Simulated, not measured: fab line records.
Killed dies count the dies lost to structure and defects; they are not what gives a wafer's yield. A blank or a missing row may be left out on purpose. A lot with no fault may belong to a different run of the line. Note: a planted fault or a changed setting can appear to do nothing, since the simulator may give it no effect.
Which tool was responsible? / flow rit cmos / 14 lots with 41 wafers sampled at 5 steps, on a route of 202 steps

## WHAT THE GAUGES READ, wafer by wafer
RIT_NWELL_OVL_MEAS_06. Usual: NWELL_OVL 0.1 nm, standard deviation 1.3.
lot=L947; measured=day 1 21:16; on=overlay-01; NWELL_OVL (nm)=-1.9 -0.5 -2.6; flag=
lot=L948; measured=day 2 01:28; on=overlay-02; NWELL_OVL (nm)=-1.1 -0.9 -0.2; flag=
lot=L949; measured=day 2 06:17; on=overlay-01; NWELL_OVL (nm)=-1.5 -1.9 -1.3; flag=
lot=L950; measured=day 2 11:22; on=overlay-02; NWELL_OVL (nm)=0.1 -0.1 -0.3; flag=
lot=L951; measured=day 2 17:35; on=overlay-01; NWELL_OVL (nm)=-0.3 -1.4 -2.2; flag=
lot=L952; measured=day 2 22:45; on=overlay-01; NWELL_OVL (nm)=0.8 -1.5 -1.8; flag=
lot=L953; measured=day 3 04:14; on=overlay-01; NWELL_OVL (nm)=-0.1 0.1 1.0; flag=
lot=L957; measured=day 3 22:46; on=overlay-02; NWELL_OVL (nm)=1.8 2.9 1.6; flag=
lot=L962; measured=day 4 23:26; on=overlay-02; NWELL_OVL (nm)=0.7 0.5; flag=
lot=L964; measured=day 5 11:42; on=overlay-02; NWELL_OVL (nm)=-2.4 -0.7 -0.2; flag=
lot=L965; measured=day 5 14:30; on=overlay-02; NWELL_OVL (nm)=-1.4 0.0 -1.6; flag=
lot=L966; measured=day 5 19:16; on=overlay-01; NWELL_OVL (nm)=2.2 1.2 0.1; flag=
lot=L968; measured=day 6 05:29; on=overlay-01; NWELL_OVL (nm)=1.4 1.5 -0.2; flag=
lot=L969; measured=day 6 12:04; on=overlay-01; NWELL_OVL (nm)=0.4 -0.4 -1.1; flag=

RIT_PWELL_OVL_MEAS_06. Usual: PWELL_OVL 0.7 nm, standard deviation 1.3.
lot=L947; measured=day 1 22:51; on=overlay-02; PWELL_OVL (nm)=2.1 1.0 0.2; flag=
lot=L948; measured=day 2 03:02; on=overlay-01; PWELL_OVL (nm)=0.6 1.6 0.1; flag=
lot=L949; measured=day 2 07:58; on=overlay-01; PWELL_OVL (nm)=0.8 0.5 0.7; flag=
lot=L950; measured=day 2 12:55; on=overlay-01; PWELL_OVL (nm)=-1.6 1.1 -0.1; flag=
lot=L951; measured=day 2 19:15; on=overlay-02; PWELL_OVL (nm)=3.2 2.2 -0.2; flag=
lot=L952; measured=day 3 00:26; on=overlay-01; PWELL_OVL (nm)=-0.2 -0.7 -2.5; flag=
lot=L953; measured=day 3 05:54; on=overlay-01; PWELL_OVL (nm)=3.1 0.2 0.1; flag=
lot=L957; measured=day 4 00:19; on=overlay-02; PWELL_OVL (nm)=1.4 2.1 3.4; flag=
lot=L962; measured=day 5 01:07; on=overlay-01; PWELL_OVL (nm)=-0.3 1.8; flag=
lot=L964; measured=day 5 13:15; on=overlay-02; PWELL_OVL (nm)=-1.0 -0.8 -0.2; flag=
lot=L965; measured=day 5 16:11; on=overlay-02; PWELL_OVL (nm)=0.6 0.4 1.0; flag=
lot=L966; measured=day 5 20:56; on=overlay-02; PWELL_OVL (nm)=2.3 2.2 1.4; flag=
lot=L968; measured=day 6 07:10; on=overlay-02; PWELL_OVL (nm)=3.1 3.3 1.7; flag=
lot=L969; measured=day 6 13:37; on=overlay-02; PWELL_OVL (nm)=1.3 1.6 1.9; flag=

RIT_PSD_TW_MEAS_10. Usual: PSD_TW 3441, standard deviation 47.
lot=L947; measured=day 3 02:22; on=film metro-04; PSD_TW=3459 3478 3473; flag=
lot=L948; measured=day 3 05:55; on=film metro-04; PSD_TW=3462 3463 3452; flag=
lot=L949; measured=day 3 11:34; on=film metro-01; PSD_TW=3522 3519 3534; flag=
lot=L950; measured=day 3 16:35; on=film metro-04; PSD_TW=3468 3487 3465; flag=
lot=L951; measured=day 3 22:35; on=film metro-04; PSD_TW=3456 3470 3464; flag=
lot=L952; measured=day 4 05:54; on=film metro-02; PSD_TW=3404 3395 3393; flag=
lot=L953; measured=day 4 07:53; on=film metro-02; PSD_TW=3389 3397 3393; flag=
lot=L957; measured=day 5 02:56; on=film metro-04; PSD_TW=3474 3452 3463; flag=
lot=L962; measured=day 6 03:11; on=film metro-01; PSD_TW=3507 3516; flag=
lot=L964; measured=day 6 16:39; on=film metro-02; PSD_TW=3379 3365 3387; flag=
lot=L965; measured=day 6 20:07; on=film metro-04; PSD_TW=3445 3442 3449; flag=
lot=L966; measured=day 6 23:27; on=film metro-04; PSD_TW=3450 3430 3432; flag=
lot=L968; measured=day 7 09:22; on=film metro-04; PSD_TW=3422 3423 3426; flag=
lot=L969; measured=day 7 16:35; on=film metro-01; PSD_TW=3533 3526 3538; flag=

RIT_M1_CD_MEAS_90 targets a cd of 2600 nm. Usual: cd nm at 2602.0 nm, with a standard deviation of 2.6.
lot=L947; measured=day 3 08:28; on=cd sem-01; cd nm (nm)=2603.4 2605.6 2603.2; flag=
lot=L948; measured=day 3 12:18; on=cd sem-01; cd nm (nm)=2604.5 2597.6 2602.2; flag=
lot=L949; measured=day 3 17:56; on=cd sem-01; cd nm (nm)=2604.4 2607.4 2604.0; flag=
lot=L950; measured=day 3 22:53; on=cd sem-01; cd nm (nm)=2599.2 2599.3 2599.9; flag=
lot=L951; measured=day 4 04:49; on=cd sem-01; cd nm (nm)=2597.8 2602.0 2598.9; flag=
lot=L952; measured=day 4 12:28; on=cd sem-01; cd nm (nm)=2600.8 2601.3 2603.2; flag=
lot=L953; measured=day 4 14:02; on=cd sem-01; cd nm (nm)=2601.9 2600.0 2600.4; flag=
lot=L957; measured=day 5 09:10; on=cd sem-01; cd nm (nm)=2603.4 2598.3 2604.8; flag=
lot=L962; measured=day 6 09:18; on=cd sem-01; cd nm (nm)=2600.9 2594.7; flag=
lot=L964; measured=day 6 22:45; on=cd sem-01; cd nm (nm)=2590.9 2601.6 2601.4; flag=
lot=L965; measured=day 7 02:19; on=cd sem-01; cd nm (nm)=2599.9 2598.3 2601.2; flag=
lot=L966; measured=day 7 05:44; on=cd sem-01; cd nm (nm)=2604.7 2602.1 2606.6; flag=
lot=L968; measured=day 7 15:37; on=cd sem-01; cd nm (nm)=2599.9 2601.9 2603.8; flag=
lot=L969; measured=day 7 22:45; on=cd sem-01; cd nm (nm)=2606.5 2605.3 2604.5; flag=

## TOOL THAT RAN EACH LOT (tool first, then ch and the chambers of the sampled wafers, then the start)
lot=L947; RIT_M1_METAL_ETCH_12=rie metal-04 ch 0,1, day 3 07:57
lot=L948; RIT_M1_METAL_ETCH_12=rie metal-02 ch 0,1, day 3 11:44
lot=L949; RIT_M1_METAL_ETCH_12=rie metal-01 ch 0,1, day 3 17:26
lot=L950; RIT_M1_METAL_ETCH_12=rie metal-04 ch 0,1, day 3 22:19
lot=L951; RIT_M1_METAL_ETCH_12=rie metal-02 ch 0,1, day 4 04:18
lot=L952; RIT_M1_METAL_ETCH_12=rie metal-01 ch 1, day 4 11:56
lot=L953; RIT_M1_METAL_ETCH_12=rie metal-04 ch 0, day 4 13:26
lot=L957; RIT_M1_METAL_ETCH_12=rie metal-02 ch 0,1, day 5 08:39
lot=L962; RIT_M1_METAL_ETCH_12=rie metal-04 ch 0,1, day 6 08:48
lot=L964; RIT_M1_METAL_ETCH_12=rie metal-04 ch 0,1, day 6 22:11
lot=L965; RIT_M1_METAL_ETCH_12=rie metal-01 ch 0,1, day 7 01:46
lot=L966; RIT_M1_METAL_ETCH_12=rie metal-02 ch 0,1, day 7 05:13
lot=L968; RIT_M1_METAL_ETCH_12=rie metal-01 ch 0,1, day 7 15:07
lot=L969; RIT_M1_METAL_ETCH_12=rie metal-02 ch 1, day 7 22:14
- RIT_M1_METAL_ETCH_12: etches Al in Cl2/BCl3, stops on SiO2, time 165 s, target depth 600 nm.

## WHAT THE TOOLS THEMSELVES READ (means of the sampled wafers that have a number; where no wafer has one, the mark that the record gives instead)
RIT_M1_METAL_ETCH_12. Usual: chamber pressure mTorr 100.00 mTorr, standard deviation 0.088; drypump motor current A 5.6 A, standard deviation 0.61; mfc cl2 sccm 60.01 sccm, standard deviation 0.18; oes product au 0.769 a.u., standard deviation 0.01; rf fwd power W 249.1 W, standard deviation 0.73; throttle valve pct 8.32 %, standard deviation 0.067.
lot=L947; tool=rie metal-04; chamber pressure mTorr (mTorr)=100.02; drypump motor current A (A)=5.2; mfc cl2 sccm (sccm)=60.21; oes product au (a.u.)=0.774; rf fwd power W (W)=248.7; throttle valve pct (%)=8.40; flag=
lot=L948; tool=rie metal-02; chamber pressure mTorr (mTorr)=100.15; drypump motor current A (A)=5.3; mfc cl2 sccm (sccm)=60.09; oes product au (a.u.)=0.753; rf fwd power W (W)=249.1; throttle valve pct (%)=8.26; flag=
lot=L949; tool=rie metal-01; chamber pressure mTorr (mTorr)=99.93; drypump motor current A (A)=6.4; mfc cl2 sccm (sccm)=60.03; oes product au (a.u.)=0.773; rf fwd power W (W)=248.1; throttle valve pct (%)=8.31; flag=
lot=L950; tool=rie metal-04; chamber pressure mTorr (mTorr)=99.98; drypump motor current A (A)=5.2; mfc cl2 sccm (sccm)=59.95; oes product au (a.u.)=0.771; rf fwd power W (W)=249.3; throttle valve pct (%)=8.41; flag=
lot=L951; tool=rie metal-02; chamber pressure mTorr (mTorr)=100.04; drypump motor current A (A)=5.3; mfc cl2 sccm (sccm)=59.91; oes product au (a.u.)=0.761; rf fwd power W (W)=248.5; throttle valve pct (%)=8.26; flag=
lot=L952; tool=rie metal-01; chamber pressure mTorr (mTorr)=99.90; drypump motor current A (A)=6.7; mfc cl2 sccm (sccm)=59.93; oes product au (a.u.)=0.767; rf fwd power W (W)=249.2; throttle valve pct (%)=8.27; flag=
lot=L953; tool=rie metal-04; chamber pressure mTorr (mTorr)=100.01; drypump motor current A (A)=5.3; mfc cl2 sccm (sccm)=59.98; oes product au (a.u.)=0.781; rf fwd power W (W)=249.5; throttle valve pct (%)=8.45; flag=
lot=L957; tool=rie metal-02; chamber pressure mTorr (mTorr)=100.04; drypump motor current A (A)=5.2; mfc cl2 sccm (sccm)=60.05; oes product au (a.u.)=0.765; rf fwd power W (W)=249.7; throttle valve pct (%)=8.27; flag=
lot=L962; tool=rie metal-04; chamber pressure mTorr (mTorr)=99.99; drypump motor current A (A)=5.2; mfc cl2 sccm (sccm)=59.88; oes product au (a.u.)=0.763; rf fwd power W (W)=263.0; throttle valve pct (%)=8.38; flag=OFF
lot=L964; tool=rie metal-04; chamber pressure mTorr (mTorr)=99.98; drypump motor current A (A)=5.2; mfc cl2 sccm (sccm)=60.01; oes product au (a.u.)=0.770; rf fwd power W (W)=258.6; throttle valve pct (%)=8.36; flag=OFF
lot=L965; tool=rie metal-01; chamber pressure mTorr (mTorr)=100.00; drypump motor current A (A)=6.4; mfc cl2 sccm (sccm)=60.15; oes product au (a.u.)=0.770; rf fwd power W (W)=249.1; throttle valve pct (%)=8.30; flag=
lot=L966; tool=rie metal-02; chamber pressure mTorr (mTorr)=99.96; drypump motor current A (A)=5.4; mfc cl2 sccm (sccm)=60.11; oes product au (a.u.)=0.757; rf fwd power W (W)=249.1; throttle valve pct (%)=8.26; flag=
lot=L968; tool=rie metal-01; chamber pressure mTorr (mTorr)=100.02; drypump motor current A (A)=6.6; mfc cl2 sccm (sccm)=59.97; oes product au (a.u.)=0.775; rf fwd power W (W)=249.1; throttle valve pct (%)=8.29; flag=
lot=L969; tool=rie metal-02; chamber pressure mTorr (mTorr)=100.02; drypump motor current A (A)=5.5; mfc cl2 sccm (sccm)=60.15; oes product au (a.u.)=0.756; rf fwd power W (W)=249.0; throttle valve pct (%)=8.24; flag=

## THE ANSWER, worked out from the rows above alone
Rule: take the mean of a lot's wafers that have a number; if it is more than 3 standard deviations from the usual mean, the lot is off. Also off: a lot with no number at a reading for which 4 or more lots have one. Any other lot the step has rows for is counted as sound. The gauges are gone through in route order, then the tools' own readings, and for those a lot's mean is taken as printed above. The first step at which some lot is off is used, and at that step the reading that is off furthest; a lot without a number counts as furthest.
Off, at RIT_M1_METAL_ETCH_12 on rf fwd power W: L962, L964.
A tool fits if, at that step or a process step before it, it ran every lot that is off, and no sound lot after the first of them. One fits: rie metal-04 at RIT_M1_METAL_ETCH_12. A fault onset in the window from L953 (day 4 13:26, its last sound lot) to L962 (day 6 08:48, its first lot off) fits.
The tool's own readings at RIT_M1_METAL_ETCH_12 bear it out: on the lots that are off they differ by more than 5 times the standard deviation of the sound lots' means. rf fwd power W reads 260.8 W there against 249.0 W on the sound lots.

## WHAT WAS PUT IN BY THE SIMULATOR
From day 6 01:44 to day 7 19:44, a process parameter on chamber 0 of rie metal-04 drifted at RIT_M1_METAL_ETCH_12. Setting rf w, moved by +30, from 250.
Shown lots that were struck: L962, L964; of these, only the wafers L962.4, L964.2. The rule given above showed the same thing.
